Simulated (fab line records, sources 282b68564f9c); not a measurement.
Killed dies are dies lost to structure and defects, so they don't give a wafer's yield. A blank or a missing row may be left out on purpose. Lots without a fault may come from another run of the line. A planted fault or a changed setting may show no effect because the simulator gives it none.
Problem report in the 8D (eight disciplines) form, filled by code | flow rit_cmos | the parts of the form that need people (team, actions taken, sign-off) are left out

1. THE PROBLEM
run_length_s at RIT_PRETRO_SOFTBAKE_02 reads a mean of 76.07 s on 6 wafers of 2 lots; wafers without a fault read 89.12 s with a standard deviation of 0.22. That is -59 standard deviations from the usual mean.
The step: time 60 s.
First seen on wafer L492.2, day 6 06:34, on litho_track-02. The record holds 42 wafers of 14 lots with a number at this step. Rule for "out", or "out of limits": more than 4 standard deviations from the usual mean. The other wafers with a number count as sound.

2. WHAT IT IS AND WHAT IT IS NOT
question                    | is                                 | is not
which readings at this step | run_length_s, heater_power_total_W | -
which lots                  | L492, L493                         | L473, L475, L476, L477, L479, L481, L482, L486, L489, L490, L491, L496
which wafers of those lots  | all that have a number             | -
read on which tools         | litho_track-02                     | litho_track-01, litho_track-04
when                        | from day 6 06:34                   | up to then (33 sound wafers); but 3 sound wafers of L496 came after

3. SUSPECTS, AND WHAT RULES EACH OUT
Counting: a tool at a process step up to the reading stays a suspect if it ran every lot that is out and no sound lot after the first of them.
- litho_track-02 at RIT_PRETRO_SOFTBAKE_02 (time 60 s): kept. It ran every lot that is out, first L492 (day 6 06:34), and no sound lot after that; its last sound lot up to then is L491 (day 6 01:41). Its own readings are out on those wafers: heater_power_total_W, run_length_s.
Left after counting: litho_track-02 at RIT_PRETRO_SOFTBAKE_02.

4. THE CAUSE (what the simulator had put in)
Process parameter drift: litho_track-02, from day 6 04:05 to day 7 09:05, at RIT_PRETRO_SOFTBAKE_02. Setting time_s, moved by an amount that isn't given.
Counting left only this tool.

5. THE CHAIN OF EFFECTS, in route order
Each row: a reading whose mean over the struck wafers that have a number lies more than 3 standard deviations from the usual. Only readings for which the record gives a usual standard deviation are gone through. hours: the time from each lot's start at the first step in this table that gives one to its start at this step, as a median over the lots. sigmas: the change in usual standard deviations.
hours | step                   | reading              | usual   | on struck wafers | change | sigmas
0     | RIT_PRETRO_SOFTBAKE_02 | heater_power_total_W | 34.56 W | 37.00            | +2.44  | +44
0     | RIT_PRETRO_SOFTBAKE_02 | run_length_s         | 89.12 s | 76.07            | -13.05 | -59
The process steps in it:
- RIT_PRETRO_SOFTBAKE_02: time 60 s.
Later measuring or inspecting steps at which every struck wafer that the step has a row for has a number for every such reading, and none has moved that far: RIT_GATE_THK_MEAS_07.

6. WHAT WOULD HAVE CAUGHT IT SOONER
In this record the first reading out of limits was taken at day 6 06:34, 2 hours after the fault began at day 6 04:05.
